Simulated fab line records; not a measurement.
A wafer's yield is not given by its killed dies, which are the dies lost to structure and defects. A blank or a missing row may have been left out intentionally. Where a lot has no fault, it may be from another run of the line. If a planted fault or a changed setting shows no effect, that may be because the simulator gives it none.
What tool caused it? / flow rit_cmos / 14 lots, 42 wafers sampled, at 5 steps of a route of 202

WHAT THE GAUGES READ, wafer by wafer
RIT_ACTIVE_THK_MEAS_02. Usual: ACTIVE_OXIDE_THK typically reads 47.0 nm, with standard deviation 0.9.
lot=L622; measured=day 1 12:10; on=film_metro-03; ACTIVE_OXIDE_THK (nm)=47.4 47.7 47.6; flag=
lot=L623; measured=day 1 17:16; on=film_metro-03; ACTIVE_OXIDE_THK (nm)=46.6 46.4 46.3; flag=
lot=L624; measured=day 2 00:59; on=film_metro-02; ACTIVE_OXIDE_THK (nm)=48.3 49.4 48.7; flag=
lot=L625; measured=day 2 03:04; on=film_metro-04; ACTIVE_OXIDE_THK (nm)=47.3 47.6 48.0; flag=
lot=L627; measured=day 2 16:13; on=film_metro-02; ACTIVE_OXIDE_THK (nm)=47.0 47.1 47.5; flag=
lot=L632; measured=day 3 15:29; on=film_metro-02; ACTIVE_OXIDE_THK (nm)=46.5 46.4 46.1; flag=
lot=L633; measured=day 3 20:16; on=film_metro-02; ACTIVE_OXIDE_THK (nm)=48.5 48.9 48.3; flag=
lot=L634; measured=day 4 00:50; on=film_metro-02; ACTIVE_OXIDE_THK (nm)=47.3 46.8 47.0; flag=
lot=L636; measured=day 4 12:43; on=film_metro-02; ACTIVE_OXIDE_THK (nm)=47.5 48.0 47.5; flag=
lot=L638; measured=day 4 20:49; on=film_metro-02; ACTIVE_OXIDE_THK (nm)=47.5 46.7 47.3; flag=
lot=L642; measured=day 5 17:49; on=film_metro-02; ACTIVE_OXIDE_THK (nm)=47.0 46.3 46.5; flag=
lot=L643; measured=day 5 21:03; on=film_metro-03; ACTIVE_OXIDE_THK (nm)=45.3 45.3 46.0; flag=
lot=L644; measured=day 6 03:44; on=film_metro-02; ACTIVE_OXIDE_THK (nm)=46.4 47.5 47.2; flag=
lot=L645; measured=day 6 08:14; on=film_metro-04; ACTIVE_OXIDE_THK (nm)=46.6 46.3 46.0; flag=

RIT_PRETRO_TW_MEAS_10. Usual: PRETRO_TW typically reads 479.0, with standard deviation 2.2.
lot=L622; measured=day 2 12:41; on=film_metro-04; PRETRO_TW=480.1 477.3 477.7; flag=
lot=L623; measured=day 2 17:49; on=film_metro-01; PRETRO_TW=477.4 479.2 478.1; flag=
lot=L624; measured=day 2 23:10; on=film_metro-04; PRETRO_TW=478.6 479.1 479.2; flag=
lot=L625; measured=day 3 07:13; on=film_metro-03; PRETRO_TW=483.3 481.9 480.4; flag=
lot=L627; measured=day 3 14:17; on=film_metro-01; PRETRO_TW=482.9 483.8 480.8; flag=
lot=L632; measured=day 4 15:47; on=film_metro-03; PRETRO_TW=478.6 484.8 481.2; flag=
lot=L633; measured=day 4 21:23; on=film_metro-03; PRETRO_TW=480.2 482.2 481.5; flag=
lot=L634; measured=day 5 01:53; on=film_metro-04; PRETRO_TW=482.0 475.8 482.4; flag=
lot=L636; measured=day 5 11:01; on=film_metro-01; PRETRO_TW=478.8 479.6 480.9; flag=
lot=L638; measured=day 5 19:16; on=film_metro-01; PRETRO_TW=475.8 473.3 477.2; flag=
lot=L642; measured=day 6 15:53; on=film_metro-04; PRETRO_TW=461.1 460.1 457.1; flag=OFF
lot=L643; measured=day 6 19:01; on=film_metro-03; PRETRO_TW=458.3 458.3 459.1; flag=OFF
lot=L644; measured=day 7 00:49; on=film_metro-04; PRETRO_TW=475.3 472.9 477.6; flag=
lot=L645; measured=day 7 07:15; on=film_metro-04; PRETRO_TW=478.2 478.7 479.2; flag=

RIT_NLDD_OVL_MEAS_06. Usual: NLDD_OVL typically reads 0.5 nm, with standard deviation 1.5.
lot=L622; measured=day 3 03:58; on=overlay-02; NLDD_OVL (nm)=-1.3 0.2 -1.8; flag=
lot=L623; measured=day 3 07:16; on=overlay-01; NLDD_OVL (nm)=-0.3 -2.6 0.3; flag=
lot=L624; measured=day 3 14:32; on=overlay-01; NLDD_OVL (nm)=-1.3 -0.9 -0.2; flag=
lot=L625; measured=day 3 19:12; on=overlay-02; NLDD_OVL (nm)=-0.4 0.7 0.8; flag=
lot=L627; measured=day 4 03:15; on=overlay-02; NLDD_OVL (nm)=2.1 1.1 2.0; flag=
lot=L632; measured=day 5 03:08; on=overlay-02; NLDD_OVL (nm)=0.0 -0.3 0.0; flag=
lot=L633; measured=day 5 11:04; on=overlay-01; NLDD_OVL (nm)=0.4 1.7 -0.8; flag=
lot=L634; measured=day 5 16:58; on=overlay-01; NLDD_OVL (nm)=1.5 -0.7 2.7; flag=
lot=L636; measured=day 6 01:59; on=overlay-01; NLDD_OVL (nm)=-3.2 -1.9 -3.4; flag=
lot=L638; measured=day 6 07:12; on=overlay-02; NLDD_OVL (nm)=3.4 0.0 1.7; flag=
lot=L642; measured=day 7 03:45; on=overlay-02; NLDD_OVL (nm)=4.0 4.0 2.7; flag=
lot=L643; measured=day 7 06:20; on=overlay-01; NLDD_OVL (nm)=0.6 1.2 0.1; flag=
lot=L644; measured=day 7 15:44; on=overlay-01; NLDD_OVL (nm)=1.2 1.9 2.2; flag=
lot=L645; measured=day 7 18:08; on=overlay-02; NLDD_OVL (nm)=0.8 -0.3 -0.6; flag=

WHAT TOOL EACH LOT RAN ON (gives the tool, then ch and the chambers of the sampled wafers, and finally the start)
lot=L622; RIT_NWELL_STRIP_09=plasma_asher-02 ch 0,1, day 2 02:24; RIT_PRETRO_IMPLANT_08=implanter-04 ch 0, day 2 12:24
lot=L623; RIT_NWELL_STRIP_09=plasma_asher-04 ch 0,1, day 2 04:50; RIT_PRETRO_IMPLANT_08=implanter-04 ch 0, day 2 17:31
lot=L624; RIT_NWELL_STRIP_09=plasma_asher-02 ch 0,1, day 2 09:38; RIT_PRETRO_IMPLANT_08=implanter-04 ch 0, day 2 22:50
lot=L625; RIT_NWELL_STRIP_09=plasma_asher-02 ch 0, day 2 20:34; RIT_PRETRO_IMPLANT_08=implanter-04 ch 0, day 3 06:55
lot=L627; RIT_NWELL_STRIP_09=plasma_asher-03 ch 0,1, day 3 00:59; RIT_PRETRO_IMPLANT_08=implanter-02 ch 0, day 3 13:58
lot=L632; RIT_NWELL_STRIP_09=plasma_asher-03 ch 0,1, day 4 05:22; RIT_PRETRO_IMPLANT_08=implanter-03 ch 0, day 4 15:28
lot=L633; RIT_NWELL_STRIP_09=plasma_asher-04 ch 0,1, day 4 09:29; RIT_PRETRO_IMPLANT_08=implanter-02 ch 0, day 4 21:03
lot=L634; RIT_NWELL_STRIP_09=plasma_asher-02 ch 0,1, day 4 13:10; RIT_PRETRO_IMPLANT_08=implanter-02 ch 0, day 5 01:34
lot=L636; RIT_NWELL_STRIP_09=plasma_asher-02 ch 0,1, day 4 22:58; RIT_PRETRO_IMPLANT_08=implanter-02 ch 0, day 5 10:41
lot=L638; RIT_NWELL_STRIP_09=plasma_asher-02 ch 0,1, day 5 07:33; RIT_PRETRO_IMPLANT_08=implanter-04 ch 0, day 5 18:57
lot=L642; RIT_NWELL_STRIP_09=plasma_asher-03 ch 0, day 6 04:50; RIT_PRETRO_IMPLANT_08=implanter-04 ch 0, day 6 15:35
lot=L643; RIT_NWELL_STRIP_09=plasma_asher-03 ch 0, day 6 08:52; RIT_PRETRO_IMPLANT_08=implanter-04 ch 0, day 6 18:41
lot=L644; RIT_NWELL_STRIP_09=plasma_asher-03 ch 0,1, day 6 12:29; RIT_PRETRO_IMPLANT_08=implanter-02 ch 0, day 7 00:29
lot=L645; RIT_NWELL_STRIP_09=plasma_asher-02 ch 0,1, day 6 20:55; RIT_PRETRO_IMPLANT_08=implanter-02 ch 0, day 7 06:56
- RIT_NWELL_STRIP_09: strips in O2, time 180 s.
- RIT_PRETRO_IMPLANT_08

AS READ BY THE TOOLS THEMSELVES (means over the sampled wafers that have a number; for cases with no such wafer, the mark the record gives instead)
RIT_NWELL_STRIP_09. Usual: drypump_motor_current_A 5.8 A, standard deviation 0.37; o2_flow_sccm 4000 sccm, standard deviation 12.
lot=L622; tool=plasma_asher-02; drypump_motor_current_A (A)=6.0; o2_flow_sccm (sccm)=4006; flag=
lot=L623; tool=plasma_asher-04; drypump_motor_current_A (A)=6.2; o2_flow_sccm (sccm)=4003; flag=
lot=L624; tool=plasma_asher-02; drypump_motor_current_A (A)=6.0; o2_flow_sccm (sccm)=3989; flag=
lot=L625; tool=plasma_asher-02; drypump_motor_current_A (A)=6.2; o2_flow_sccm (sccm)=4006; flag=
lot=L627; tool=plasma_asher-03; drypump_motor_current_A (A)=5.6; o2_flow_sccm (sccm)=3998; flag=
lot=L632; tool=plasma_asher-03; drypump_motor_current_A (A)=5.6; o2_flow_sccm (sccm)=4001; flag=
lot=L633; tool=plasma_asher-04; drypump_motor_current_A (A)=6.2; o2_flow_sccm (sccm)=3999; flag=
lot=L634; tool=plasma_asher-02; drypump_motor_current_A (A)=5.9; o2_flow_sccm (sccm)=4000; flag=
lot=L636; tool=plasma_asher-02; drypump_motor_current_A (A)=6.0; o2_flow_sccm (sccm)=3998; flag=
lot=L638; tool=plasma_asher-02; drypump_motor_current_A (A)=5.9; o2_flow_sccm (sccm)=4001; flag=
lot=L642; tool=plasma_asher-03; drypump_motor_current_A (A)=5.9; o2_flow_sccm (sccm)=3997; flag=
lot=L643; tool=plasma_asher-03; drypump_motor_current_A (A)=5.8; o2_flow_sccm (sccm)=3986; flag=
lot=L644; tool=plasma_asher-03; drypump_motor_current_A (A)=5.6; o2_flow_sccm (sccm)=4000; flag=
lot=L645; tool=plasma_asher-02; drypump_motor_current_A (A)=6.0; o2_flow_sccm (sccm)=4006; flag=

RIT_PRETRO_IMPLANT_08. Usual: dose_ions_cm2 1.2002e+13, standard deviation 1.2e+10; faraday_current_uA 38.1, standard deviation 0.76.
lot=L622 tool=implanter-04 dose_ions_cm2=1.2008e+13 faraday_current_uA=38.1 flag=
lot=L623 tool=implanter-04 dose_ions_cm2=1.2009e+13 faraday_current_uA=37.9 flag=
lot=L624 tool=implanter-04 dose_ions_cm2=1.2004e+13 faraday_current_uA=38.4 flag=
lot=L625 tool=implanter-04 dose_ions_cm2=1.2002e+13 faraday_current_uA=37.9 flag=
lot=L627 tool=implanter-02 dose_ions_cm2=1.2004e+13 faraday_current_uA=38.6 flag=
lot=L632 tool=implanter-03 dose_ions_cm2=1.2008e+13 faraday_current_uA=38.0 flag=
lot=L633 tool=implanter-02 dose_ions_cm2=1.2002e+13 faraday_current_uA=37.7 flag=
lot=L634 tool=implanter-02 dose_ions_cm2=1.2004e+13 faraday_current_uA=37.7 flag=
lot=L636 tool=implanter-02 dose_ions_cm2=1.2013e+13 faraday_current_uA=38.2 flag=
lot=L638 tool=implanter-04 dose_ions_cm2=1.1992e+13 faraday_current_uA=37.7 flag=
lot=L642 tool=implanter-04 dose_ions_cm2=1.0560e+13 faraday_current_uA=33.5 flag=OFF
lot=L643 tool=implanter-04 dose_ions_cm2=1.0569e+13 faraday_current_uA=33.6 flag=OFF
lot=L644 tool=implanter-02 dose_ions_cm2=1.2009e+13 faraday_current_uA=37.4 flag=
lot=L645 tool=implanter-02 dose_ions_cm2=1.2000e+13 faraday_current_uA=38.1 flag=

THE ANSWER, worked out from the rows above alone
Rule: a lot is off if the mean of its wafers that have a number lies more than 3 standard deviations from the usual mean. Also off: a lot with no number at a reading for which 4 or more lots have one. All remaining lots with rows at the step are treated as sound. After the gauges, taken in route order, come the tools' own readings; for these a lot's mean is taken, as printed above. At the first step where some lot is off, the reading lying furthest off is the one used; lots without a number count as furthest.
Off: L642, L643, seen at RIT_PRETRO_TW_MEAS_10 (PRETRO_TW).
A tool fits if, at a process step before that reading, it ran every lot that is off, and no sound lot after the first of them. The gauges at RIT_PRETRO_TW_MEAS_10 aren't tried: what is off there is off at RIT_PRETRO_IMPLANT_08 too, on other tools, and a gauge's error can't cause that. One fits: RIT_PRETRO_IMPLANT_08 on implanter-04. Its last sound lot is L638 (day 5 18:57), its first lot that is off L642 (day 6 15:35): a fault that began between those two fits.
The tool's own readings at RIT_PRETRO_IMPLANT_08 bear it out: on the lots that are off they differ by more than 5 times the standard deviation of the sound lots' means. dose_ions_cm2 reads 1.0564e+13 there against 1.2005e+13 on the sound lots; faraday_current_uA reads 33.5 there against 38.0 on the sound lots.

WHAT HAD BEEN PUT IN BY THE SIMULATOR
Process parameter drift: implanter-04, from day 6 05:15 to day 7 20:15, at RIT_PRETRO_IMPLANT_08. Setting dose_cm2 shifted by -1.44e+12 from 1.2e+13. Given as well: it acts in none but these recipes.
Lots struck among those shown: L642, L643. The same result came from the rule above.
